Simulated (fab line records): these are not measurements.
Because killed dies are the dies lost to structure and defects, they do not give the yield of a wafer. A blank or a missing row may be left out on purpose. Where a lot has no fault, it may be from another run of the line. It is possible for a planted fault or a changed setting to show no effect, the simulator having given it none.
Struck lot and sound lot, side by side || flow berkeley cmos170 || 22 steps out of a route of 331
Sound: wafers L208.3, L208.5, L208.6. Wafers L216.1, L216.2, L216.4 were the ones struck. At the end, the cause is stated.
Order at every step that has rows: each side's tool, ch and its chambers, its first start. Under that, the readings that differ: sound wafers || struck wafers || difference of the means || sigmas: that difference in standard deviations of wafers without a fault.
alike: same words and numbers on both sides, and readings whose means sit less than 2 such deviations apart. not compared: any withheld reading, any reading some wafer has no value for, any bound like >300 that may hide the same value, and any number with overlapping values for which the record gives no deviation.
A row with sigmas, a row that says differs or no value, or rows on one side alone: a step with any of these is where the two part. When numbers do not overlap yet have no deviation, they are printed without sigmas and do not part them. A reading missing from all wafers of one side parts the sides only when that side holds two or more wafers.

first, 3 steps without rows for these wafers: UCB170_ZERO_EXPOSE_03 (exposes mask PM MARKS, target cd 4000 nm); UCB170_ZERO_PEB_04; UCB170_ZERO_DEVELOP_05 (develop time 45 s).
UCB170_ZERO_ETCH_06: etches SiO2 in CHF3/CF4/Ar, time 12 s.
  sound on rie diel-01 ch 1,2, day 2 13:51; struck on rie diel-01 ch 1,2,3, day 4 04:52
  alike: CHF3_flow_sccm, drypump motor current A, oes product au, rf fwd power W, throttle valve pct
  not compared: rf hours counter h
UCB170_ZERO_STRIP_07: strips in O2.
  sound on plasma asher-03 ch 0,1, day 2 13:55; struck on plasma asher-04 ch 0,1, day 4 04:53
{"reading": "oes product au (a.u.)", "sound": "0.728 0.731 0.742", "struck": "0.724 0.722 0.715", "difference": -0.013, "sigmas": -3}
  alike: drypump motor current A, strip time to endpoint s
  not compared: rf hours counter h
then, 2 steps without rows for these wafers: UCB170_NWELL_WET_ETCH_00 (etches SiO2 in dHF, time 200 s); UCB170_NWELL_OXIDATION_01 (target thk 26.4 nm, ox time 1260 s).
UCB170_NWELL_THK_MEAS_02:
  sound on film metro-01 at day 2 19:33; struck on film metro-02 at day 4 07:53
{"reading": "NWELL_OXIDE_THK (nm)", "sound": "26.1 26.0 25.6", "struck": "27.4 26.9 26.9", "difference": "+1.2", "sigmas": "+2"}
then, 2 steps without rows for these wafers: UCB170_NWELL_ANNEAL_03 (time 900 s); UCB170_NWELL_CVD_04 (deposits Si3N4 from SiH2Cl2/NH3, target thk 224 nm, time 3360 s).
UCB170_NWELL_THK_MEAS_05:
  sound on film metro-02 at day 3 03:35; struck on film metro-01 at day 4 12:25
  alike: NWELL_NITRIDE_THK
then, 1 step without rows for these wafers: UCB170_NWELL_HMDS_06 (prime time 60 s).
UCB170_NWELL_COAT_07: resist thk 900 nm.
  sound on litho track-02 ch 0, day 3 03:49; struck on litho track-03 ch 0, day 4 12:37
{"reading": "model.KrF_of_NWELL_COAT_07.thk nm (nm)", "sound": "897.6 897.8 898.7", "struck": "867.3 871.4 870.3", "difference": -28.4, "sigmas": ""}
  alike: dispense pressure kPa
then, 4 steps without rows for these wafers: UCB170_NWELL_SOFTBAKE_08 (time 60 s); UCB170_NWELL_EXPOSE_09 (exposes mask NWELL, target cd 3000 nm); UCB170_NWELL_PEB_10; UCB170_NWELL_DEVELOP_11 (develop time 45 s).
UCB170_NWELL_OVL_MEAS_12:
  sound on overlay-01 at day 3 04:49; struck on overlay-01 at day 4 13:33
  alike: NWELL_OVL
UCB170_NWELL_ETCH_13: etches Si3N4 in CH3F/Ar/O2, stops on SiO2, target depth 246.4 nm, time 154 s.
  sound on rie diel-04 ch 1,2, day 3 04:50; struck on rie diel-02 ch 1,2,3, day 4 13:35
{"reading": "model.KrF_of_NWELL_COAT_07.thk nm (nm)", "sound": "721.5 719.1 725.3", "struck": "685.8 697.3 689.2", "difference": -31.2, "sigmas": ""}
  alike: drypump motor current A, oes product au, rf fwd power W, throttle valve pct
  not compared: rf hours counter h
next, for these wafers, 1 step has no rows: UCB170_NWELL_IMPLANT_14.
UCB170_NWELL_STRIP_15: strips in O2.
  sound on plasma asher-02 ch 0,1, day 3 05:07; struck on plasma asher-01 ch 0,1, day 4 13:50
{"reading": "strip time to endpoint s (s)", "sound": "18.02 17.97 18.10", "struck": "17.17 17.44 17.23", "difference": -0.75, "sigmas": -8}
  alike: drypump motor current A, oes product au
  not compared: rf hours counter h
UCB170_NWELL_TW_MEAS_16:
  sound on film metro-04 at day 3 05:13; struck on film metro-02 at day 4 13:56
  alike: NWELL_TW

WHERE THEY PART
Earliest at UCB170_ZERO_STRIP_07; latest, in this record, at UCB170_NWELL_STRIP_15. Later steps at which nothing parts them and some readings are alike: UCB170_NWELL_TW_MEAS_16.

WHY: what had been put in by the simulator
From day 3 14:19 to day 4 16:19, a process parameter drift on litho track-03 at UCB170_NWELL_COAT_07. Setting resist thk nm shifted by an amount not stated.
